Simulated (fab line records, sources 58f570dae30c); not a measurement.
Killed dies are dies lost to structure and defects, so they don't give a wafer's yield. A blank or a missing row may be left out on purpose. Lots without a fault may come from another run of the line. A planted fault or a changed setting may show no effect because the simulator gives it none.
A sampling plan put to the test | flow berkeley_cmos170 | one fab line, 11 faults that these records tell of, each judged on the records of the lots that it struck; 1 more is left out, because the records don't allow judging it
The plan is the line's own looks: the steps of the route at which a gauge or an inspection reads the wafer and doesn't change it. A look can be judged if struck wafers have a number there and the file gives its usual mean and standard deviation on fault-free wafers. Caught: at a look after the fault's first step, the mean of the struck wafers lies 4 or more of those standard deviations (sigma) from the usual mean. On the tool: the same test on the tool's own readings at the fault's steps. Another recipe on the struck wafers, or a record that is blank for them alone, also counts as caught.

THE FAULTS, as the simulator had put them in
1. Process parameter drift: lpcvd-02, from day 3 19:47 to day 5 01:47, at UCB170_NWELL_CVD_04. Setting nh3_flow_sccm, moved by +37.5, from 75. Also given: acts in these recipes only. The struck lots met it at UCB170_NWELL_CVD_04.
2. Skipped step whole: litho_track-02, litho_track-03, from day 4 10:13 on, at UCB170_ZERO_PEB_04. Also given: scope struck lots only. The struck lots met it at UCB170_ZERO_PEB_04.
3. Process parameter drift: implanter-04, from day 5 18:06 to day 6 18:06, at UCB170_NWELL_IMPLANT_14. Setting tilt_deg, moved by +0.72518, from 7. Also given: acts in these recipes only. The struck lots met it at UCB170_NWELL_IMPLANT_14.
4. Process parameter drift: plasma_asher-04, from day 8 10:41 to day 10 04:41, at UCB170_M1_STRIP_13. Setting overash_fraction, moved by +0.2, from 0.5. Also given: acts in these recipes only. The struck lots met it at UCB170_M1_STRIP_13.
5. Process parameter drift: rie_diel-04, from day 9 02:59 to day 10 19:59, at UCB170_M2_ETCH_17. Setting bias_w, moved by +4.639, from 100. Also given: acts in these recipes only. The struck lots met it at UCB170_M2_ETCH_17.
6. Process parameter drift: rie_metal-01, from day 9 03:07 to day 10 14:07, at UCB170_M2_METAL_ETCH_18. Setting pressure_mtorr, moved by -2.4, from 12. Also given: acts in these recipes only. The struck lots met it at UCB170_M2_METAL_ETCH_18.
7. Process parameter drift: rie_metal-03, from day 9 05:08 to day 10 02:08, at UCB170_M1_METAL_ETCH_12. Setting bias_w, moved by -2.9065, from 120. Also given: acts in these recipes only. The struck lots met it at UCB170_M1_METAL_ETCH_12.
8. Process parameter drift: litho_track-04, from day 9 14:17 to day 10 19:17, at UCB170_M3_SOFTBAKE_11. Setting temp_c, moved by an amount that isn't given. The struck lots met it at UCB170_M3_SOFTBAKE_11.
9. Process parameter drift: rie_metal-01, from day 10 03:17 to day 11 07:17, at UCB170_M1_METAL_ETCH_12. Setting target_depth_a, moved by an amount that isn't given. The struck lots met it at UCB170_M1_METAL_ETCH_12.
10. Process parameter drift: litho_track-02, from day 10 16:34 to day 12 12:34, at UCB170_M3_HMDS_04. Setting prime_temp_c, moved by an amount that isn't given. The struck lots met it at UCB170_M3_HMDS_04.
11. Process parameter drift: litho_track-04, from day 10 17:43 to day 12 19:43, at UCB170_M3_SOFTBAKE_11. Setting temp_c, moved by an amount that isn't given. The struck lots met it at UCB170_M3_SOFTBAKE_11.

WHAT THE PLAN SAW
fault | on the tool itself                               | first look that catches it                   | reading, sigma        | median hours from its first step to that look | hours from the fault's start to the first struck lot there | judged looks passed uncaught
1     | nh3_flow_sccm +99 or beyond sigma                | UCB170_NWELL_THK_MEAS_05                     | NWELL_NITRIDE_THK +36 | 2.0                                           | 5                                                          | 0
2     | the tool's record is blank for the struck wafers | no look after it can be judged               | -                     | -                                             | -                                                          | 0
3     | tilt_deg +35 sigma                               | not the one look that can be judged after it | -                     | -                                             | -                                                          | 1
4     | oes_product_au -14 sigma                         | no look after it can be judged               | -                     | -                                             | -                                                          | 0
5     | bias_w +16 sigma                                 | not the one look that can be judged after it | -                     | -                                             | -                                                          | 1
6     | chamber_pressure_mTorr -99 or beyond sigma       | no look after it can be judged               | -                     | -                                             | -                                                          | 0
7     | bias_w -8.2 sigma                                | not the one look that can be judged after it | -                     | -                                             | -                                                          | 1
8     | heater_power_total_W +99 or beyond sigma         | UCB170_M3_CD_MEAS_15                         | cd_nm -25             | 1.1                                           | 2                                                          | 0
9     | only faintly: oes_product_au +3.3 sigma          | no look after it can be judged               | -                     | -                                             | -                                                          | 0
10    | prime_temp_c +6.4 sigma                          | no look after it can be judged               | -                     | -                                             | -                                                          | 0
11    | heater_power_total_W -68 sigma                   | UCB170_M3_CD_MEAS_15                         | cd_nm +8.2            | 1.1                                           | 3                                                          | 0
A dash: the fault isn't caught, or these records don't give the number.

Caught at a look: 3 of 11. Caught on the tool: 10 of 11. By one or the other: 10 of 11.
Caught on the tool alone: faults 2, 3, 4, 5, 6, 7, 10.
Caught by neither: fault 9.

THINNER SAMPLING
If the look that catches a fault measured only every second or every third lot, by lot number, the first struck lot would be measured this late in the worst case:
fault | struck lots at that look, in order of time | every lot | every second lot | every third lot
1     | L835, L839                                 | 5 h       | may miss all 2   | may miss all 2
8     | L714, L716                                 | 2 h       | may miss all 2   | may miss all 2
11    | L779, L783                                 | 3 h       | may miss all 2   | may miss all 2
Hours are from the fault's start to the first struck lot that is measured. The limit of 4 sigma was tested on all struck wafers together, so one lot alone may lie under it. Other struck lots may not be in these records.

THE LONGEST TIMED WAY FROM STEP TO LOOK
Fault 1: a median of 2.0 hours passes between UCB170_NWELL_CVD_04 and UCB170_NWELL_THK_MEAS_05. No look between them can be judged.
